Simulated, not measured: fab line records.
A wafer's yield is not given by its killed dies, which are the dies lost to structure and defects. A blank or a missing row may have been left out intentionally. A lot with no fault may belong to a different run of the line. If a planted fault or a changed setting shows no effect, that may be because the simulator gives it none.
Which of the tools did it?    flow rit_cmos    15 lots, 45 wafers sampled, at 2 steps of a route of 202

WHAT THE GAUGES READ, wafer by wafer
RIT_ACTIVE_THK_MEAS_04. Usual: for ACTIVE_NITRIDE_THK the level is 149.6 nm and the standard deviation is 1.1.
lot   measured     on             ACTIVE_NITRIDE_THK (nm)  flag
L842  day 1 14:08  film_metro-01  149.7 149.9 149.8        
L843  day 1 20:15  film_metro-02  148.6 148.1 148.2        
L844  day 1 23:52  film_metro-03  149.3 148.9 147.0        
L845  day 2 04:32  film_metro-02  149.5 149.8 148.7        
L846  day 2 10:19  film_metro-03  149.7 150.6 149.9        
L848  day 2 22:17  film_metro-03  148.4 149.0 148.3        
L849  day 3 01:36  film_metro-01  151.4 150.4 149.9        
L854  day 4 01:32  film_metro-03  148.6 149.3 148.0        
L856  day 4 13:35  film_metro-03  121.4 121.9 121.2        OFF
L857  day 4 18:25  film_metro-02  121.4 121.3 119.9        OFF
L858  day 4 22:40  film_metro-02  150.7 151.2 152.4        
L859  day 5 03:52  film_metro-02  122.9 122.1 120.8        OFF
L862  day 5 19:44  film_metro-03  152.6 152.6 151.9        
L863  day 6 03:02  film_metro-02  149.5 148.9 149.4        
L864  day 6 13:44  film_metro-02  146.4 148.5 149.4        

WHICH TOOL RAN EACH LOT (tool, then ch and the chambers of the sampled wafers, then the start)
lot   RIT_ACTIVE_CVD_03
L842  lpcvd-01 ch 1, day 1 12:43
L843  lpcvd-02 ch 0, day 1 18:07
L844  lpcvd-02 ch 0, day 1 22:27
L845  lpcvd-01 ch 0, day 2 03:07
L846  lpcvd-01 ch 1, day 2 08:54
L848  lpcvd-02 ch 0, day 2 20:51
L849  lpcvd-02 ch 1, day 3 00:11
L854  lpcvd-01 ch 1, day 4 00:07
L856  lpcvd-01 ch 1, day 4 12:10
L857  lpcvd-01 ch 1, day 4 17:01
L858  lpcvd-02 ch 0, day 4 21:15
L859  lpcvd-01 ch 0, day 5 02:26
L862  lpcvd-02 ch 1, day 5 18:19
L863  lpcvd-02 ch 1, day 6 01:35
L864  lpcvd-02 ch 0, day 6 12:19
- RIT_ACTIVE_CVD_03: deposits Si3N4 from SiH2Cl2/NH3, target thk 150 nm, time 1500 s.

AS READ BY THE TOOLS THEMSELVES (means over the sampled wafers that have a number; for cases with no such wafer, the mark the record gives instead)
RIT_ACTIVE_CVD_03. Usual: pressure_mtorr 299.9 mTorr, standard deviation 0.74.
lot   tool      pressure_mtorr (mTorr)  flag
L842  lpcvd-01  299.4                   
L843  lpcvd-02  299.7                   
L844  lpcvd-02  300.7                   
L845  lpcvd-01  299.3                   
L846  lpcvd-01  299.5                   
L848  lpcvd-02  301.0                   
L849  lpcvd-02  300.5                   
L854  lpcvd-01  299.1                   
L856  lpcvd-01  149.8                   OFF
L857  lpcvd-01  149.7                   OFF
L858  lpcvd-02  300.1                   
L859  lpcvd-01  150.8                   OFF
L862  lpcvd-02  300.1                   
L863  lpcvd-02  299.2                   
L864  lpcvd-02  299.2                   

THE ANSWER, worked out from the rows above alone
Rule: a lot is off if the mean of its wafers that have a number lies more than 3 standard deviations from the usual mean. Also off: a lot with no number at a reading for which 4 or more lots have one. The other lots that the step has rows for count as sound. First the gauges in route order, then the tools' own readings, where a lot's mean is used as printed above. The first step at which some lot is off is used, and at that step the reading that is off furthest; a lot without a number counts as furthest.
Off: L856, L857, L859, at RIT_ACTIVE_THK_MEAS_04 (ACTIVE_NITRIDE_THK).
If a tool, at a process step before that reading, ran all the lots that are off and no sound lot after the first of them, it fits. Not tried: the gauges at RIT_ACTIVE_THK_MEAS_04; whatever is off there is also off at RIT_ACTIVE_CVD_03, on other tools, and gauge error can't account for it. One fits: lpcvd-01 at RIT_ACTIVE_CVD_03. Its last sound lot is L854 (day 4 00:07), its first lot that is off L856 (day 4 12:10): a fault that began between those two fits.
On the lots that are off, the tool's own readings at RIT_ACTIVE_CVD_03 differ by more than 5 times the standard deviation of the sound lots' means, which bears it out; pressure_mtorr reads 150.1 mTorr there versus 299.8 mTorr on the sound lots.

WHAT THE SIMULATOR PUT IN
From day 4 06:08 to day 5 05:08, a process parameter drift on lpcvd-01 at RIT_ACTIVE_CVD_03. The setting pressure_mtorr was moved by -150, starting from 300. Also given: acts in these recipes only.
Lots struck among those shown: L856, L857, L859. Same finding as the rule above.
